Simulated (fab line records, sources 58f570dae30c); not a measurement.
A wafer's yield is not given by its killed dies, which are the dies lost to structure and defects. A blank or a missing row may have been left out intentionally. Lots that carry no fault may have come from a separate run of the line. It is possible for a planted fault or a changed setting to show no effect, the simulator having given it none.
Comparing a struck lot with a sound one / flow berkeley cmos170 / 14 out of 331 route steps
Sound: wafers L249.1, L249.2, L249.4. Wafers L259.1, L259.3, L259.4 were the ones struck. The cause is given at the end.
Order at every step that has rows: each side's tool, ch and its chambers, its first start. Under that, the readings that differ: sound wafers / struck wafers / difference of the means / sigmas: that difference in standard deviations of wafers without a fault.
alike: readings with means less than 2 such deviations apart, plus words and numbers identical on both sides. not compared: withheld readings, readings lacking a value on some wafer, bounds such as >300 that could conceal the same value, and numbers that have no deviation in the record and whose values overlap.
Wherever a step has rows on one side only, a row that says differs or no value, or a row with sigmas, the two part there. Non-overlapping numbers with no deviation appear without sigmas and do not part them. A reading missing from all wafers of one side parts the sides only when that side holds two or more wafers.

UCB170_FIELD_THK_MEAS_90:
  struck on film metro-03, day 7 12:44; sound on film metro-01, day 5 09:54
  alike: FIELD_OXIDE_LEFT_1_THK
then, 2 steps without rows for these wafers: UCB170_SACOX_CLEAN_00 (cleans in dHF, time 7.5 s); UCB170_SACOX_OXIDATION_01 (target thk 14.4 nm, ox time 2400 s).
UCB170_SACOX_THK_MEAS_02:
  struck on film metro-04, day 7 17:33; sound on film metro-02, day 5 14:18
  alike: SACOX_OXIDE_THK
then, 2 steps without rows for these wafers: UCB170_SCREENOX_WET_ETCH_00 (etches SiO2 in dHF, time 200 s); UCB170_SCREENOX_OXIDATION_01 (target thk 14.4 nm, ox time 2400 s).
UCB170_SCREENOX_THK_MEAS_02:
  struck on film metro-02, day 7 23:54; sound on film metro-02, day 5 20:16
  alike: SCREENOX_OXIDE_THK
then, 5 steps without rows for these wafers: UCB170_SCREENOX_ANNEAL_03 (time 900 s); UCB170_NVT_HMDS_00 (prime time 60 s); UCB170_NVT_COAT_01 (resist thk 900 nm); UCB170_NVT_SOFTBAKE_02 (time 60 s); UCB170_NVT_EXPOSE_03 (exposes mask PWELL, target cd 3000 nm).
UCB170_NVT_PEB_04:
  sound on litho track-04 ch 0, day 6 00:48; struck on litho track-02, day 8 06:02
  no value came back on the struck wafers for chill plate temp C (C), exhaust pa (Pa); on the sound wafers chill plate temp C (C) reads 22.89 23.05 23.10
then, 1 step without rows for these wafers: UCB170_NVT_DEVELOP_05 (develop time 45 s).

== WHERE THEY PART ==
At UCB170_NVT_PEB_04 and nowhere else, as far as this record goes.

WHY: the cause the simulator had injected
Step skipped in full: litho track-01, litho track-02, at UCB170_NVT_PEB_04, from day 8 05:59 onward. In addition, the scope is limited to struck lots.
